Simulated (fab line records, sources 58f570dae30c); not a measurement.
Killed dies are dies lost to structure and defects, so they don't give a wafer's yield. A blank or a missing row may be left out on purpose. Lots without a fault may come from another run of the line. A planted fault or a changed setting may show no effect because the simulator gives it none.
Which tool did it? | flow berkeley_cmos170 | 14 lots, 42 wafers sampled, at 3 steps of a route of 331

WHAT THE GAUGES READ, wafer by wafer
UCB170_V1_THK_MEAS_01. Usual: V1_TEOS_THK 2015 nm, standard deviation 26.
lot  | measured     | on            | V1_TEOS_THK (nm) | flag
L463 | day 8 08:51  | film_metro-03 | 2022 2003 2054   |
L466 | day 8 23:20  | film_metro-03 | 2068 2057 2078   |
L464 | day 8 21:59  | film_metro-03 | 2021 2020 2034   |
L465 | day 8 23:19  | film_metro-01 | 1986 1976 2038   |
L467 | day 9 15:33  | film_metro-03 | 1979 1978 2009   |
L470 | day 9 18:13  | film_metro-03 | 2007 2039 2053   |
L472 | day 10 15:02 | film_metro-03 | 1987 2023 2016   |
L475 | day 10 16:22 | film_metro-03 | 1985 1971 1986   |
L474 | day 10 17:43 | film_metro-03 | 2011 2038 2041   |
L481 | day 12 01:36 | film_metro-04 | 1962 2012 2005   |
L483 | day 13 06:07 | film_metro-01 | 1990 2069 2034   |
L484 | day 13 06:07 | film_metro-03 | 1979 1957 1967   |
L485 | day 13 06:17 | film_metro-01 | 2014 2030 2007   |
L486 | day 13 06:16 | film_metro-03 | 1994 2039 2029   |

UCB170_V2_BOW_MEAS_03. Usual: V2_BOW 36 um, standard deviation 6.8.
lot  | measured     | on            | V2_BOW (um) | flag
L463 | day 8 15:49  | film_metro-02 | 36 36 33    |
L466 | day 9 09:51  | film_metro-04 | 36 34 40    |
L464 | day 9 06:07  | film_metro-02 | 27 37 20    |
L465 | day 9 09:28  | film_metro-03 | 28 41 29    |
L467 | day 9 20:59  | film_metro-03 | 37 31 33    |
L470 | day 10 04:37 | film_metro-02 | 41 53 40    |
L472 | day 11 00:55 | film_metro-04 | 39 18 38    |
L475 | day 11 01:29 | film_metro-03 | 34 28 34    |
L474 | day 11 02:08 | film_metro-02 | 36 30 46    |
L481 | day 12 07:10 | film_metro-03 | 30 25 32    |
L483 | day 13 15:40 | film_metro-04 | 35 52 41    |
L484 | day 13 15:02 | film_metro-02 | 37 43 49    |
L485 | day 13 16:00 | film_metro-03 | 44 34 33    |
L486 | day 13 15:40 | film_metro-02 | 35 29 32    |

WHICH TOOL RAN EACH LOT (tool, then ch and the chambers of the sampled wafers, then the start)
lot  | UCB170_CONTACT_ETCH_18
L463 | rie_diel-02 ch 1,2,3, day 8 08:51 or earlier
L466 | rie_diel-02 ch 0,1,3, day 8 23:20 or earlier
L464 | rie_diel-03 ch 1,2,3, day 8 21:59 or earlier
L465 | rie_diel-02 ch 1,3, day 8 23:19 or earlier
L467 | rie_diel-03 ch 1,2,3, day 9 15:33 or earlier
L470 | rie_diel-02 ch 1,2, day 9 18:13 or earlier
L472 | rie_diel-03 ch 0,3, day 10 15:02 or earlier
L475 | rie_diel-03 ch 0,2,3, day 10 16:22 or earlier
L474 | rie_diel-04 ch 1,2,3, day 10 17:43 or earlier
L481 | rie_diel-04 ch 1,2, day 12 01:36 or earlier
L483 | rie_diel-04 ch 0,1, day 13 06:07 or earlier
L484 | rie_diel-02 ch 0,2,3, day 13 06:07 or earlier
L485 | rie_diel-04 ch 0,3, day 13 06:17 or earlier
L486 | rie_diel-03 ch 0,1,2, day 13 06:16 or earlier
- UCB170_CONTACT_ETCH_18: etches PSG in CHF3/CF4/Ar, stops on TiSi2, target depth 840 nm, time 195 s.

WHAT THE TOOLS THEMSELVES READ (means of the sampled wafers that have a number; where no wafer has one, the mark that the record gives instead)
UCB170_CONTACT_ETCH_18. Usual: drypump_motor_current_A 5.8 A, standard deviation 0.35; oes_product_au 0.890 a.u., standard deviation 0.014; throttle_valve_pct 6.92 %, standard deviation 0.12.
lot  | tool        | drypump_motor_current_A (A) | oes_product_au (a.u.) | throttle_valve_pct (%) | flag
L463 | rie_diel-02 | 5.8                         | 0.892                 | 6.91                   |
L466 | rie_diel-02 | 5.7                         | 0.900                 | 6.88                   |
L464 | rie_diel-03 | 5.7                         | 0.899                 | 6.97                   |
L465 | rie_diel-02 | 5.8                         | 0.895                 | 6.92                   |
L467 | rie_diel-03 | 5.7                         | 0.893                 | 6.98                   |
L470 | rie_diel-02 | 5.8                         | 0.896                 | 6.88                   |
L472 | rie_diel-03 | 6.2                         | 0.879                 | 6.99                   |
L475 | rie_diel-03 | 5.9                         | 0.890                 | 6.99                   |
L474 | rie_diel-04 | 5.8                         | 0.882                 | 6.79                   |
L481 | rie_diel-04 | 5.9                         | 0.877                 | 6.82                   |
L483 | rie_diel-04 | 6.1                         | 0.873                 | 7.02                   |
L484 | rie_diel-02 | 5.8                         | 0.898                 | 6.85                   |
L485 | rie_diel-04 | 5.5                         | 0.893                 | 6.88                   |
L486 | rie_diel-03 | 5.8                         | 0.880                 | 7.00                   |

THE ANSWER, worked out from the rows above alone
Rule: a lot is off if the mean of its wafers that have a number lies more than 3 standard deviations from the usual mean. A lot without any number at a reading at which 4 lots or more have one is off too. The other lots that the step has rows for count as sound. The gauges are gone through in route order, then the tools' own readings, and for those a lot's mean is taken as printed above. The first step at which some lot is off is used, and at that step the reading that is off furthest; a lot without a number counts as furthest.
No lot is off at any reading shown: from this, nothing can be told.

WHAT THE SIMULATOR HAD PUT IN
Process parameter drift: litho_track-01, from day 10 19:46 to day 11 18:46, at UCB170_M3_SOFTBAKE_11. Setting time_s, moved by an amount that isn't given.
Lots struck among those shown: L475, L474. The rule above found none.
